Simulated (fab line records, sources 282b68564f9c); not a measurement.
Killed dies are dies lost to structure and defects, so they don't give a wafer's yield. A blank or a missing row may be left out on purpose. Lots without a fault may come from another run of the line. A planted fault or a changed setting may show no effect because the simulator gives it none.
Split-lot experiment | flow rit_cmos | 2 lots, 8 wafers read, on a route of 202 steps

THE SPLIT
At RIT_M1_ANNEAL_15 (time 1800 s), the setting time_s was moved away from the recipe's 1800 s on 5 of the 8 wafers read, by -8.8%. The other wafers ran this setting at the recipe's value.

The file shows no step between the split and the reading.

THE READING
etest.nmos_0p3.r_on_ohm_um (the simulator's own value, which no gauge read), at RIT_M1_PROBE_99. The file gives no usual value for it. The 3 wafers here that ran the recipe average 2114, standard deviation 2.6.

wafer  | tool, chamber at the split | time_s as run, s | against the recipe | etest.nmos_0p3.r_on_ohm_um | against lot-mates on the recipe
L082.2 | furnace-02, 0              | 1800             | recipe             | 2110                       | -
L082.5 | furnace-02, 0              | 1800             | recipe             | 2115                       | -
L082.6 | furnace-02, 0              | 1800             | recipe             | 2116                       | -
L085.1 | -, -                       | 1641             | -8.8%              | 2021                       | no lot-mate on the recipe
L085.2 | -, -                       | 1641             | -8.8%              | 1988                       | no lot-mate on the recipe
L085.3 | -, -                       | 1641             | -8.8%              | 2026                       | no lot-mate on the recipe
L085.4 | -, -                       | 1641             | -8.8%              | 2008                       | no lot-mate on the recipe
L085.5 | -, -                       | 1641             | -8.8%              | 2012                       | no lot-mate on the recipe

THE FIT
A straight line over all 8 wafers: etest.nmos_0p3.r_on_ohm_um changes by +11.6 for each +1% of time_s; r = +0.98; the points scatter about the line by 12.
Too few moved wafers have a lot-mate on the recipe to fit a line with each lot's own level taken away.

THE FILE'S OWN FIT
etest.nmos_0p3.r_on_ohm_um changes by +11.6 for each +1% of time_s, r = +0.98.
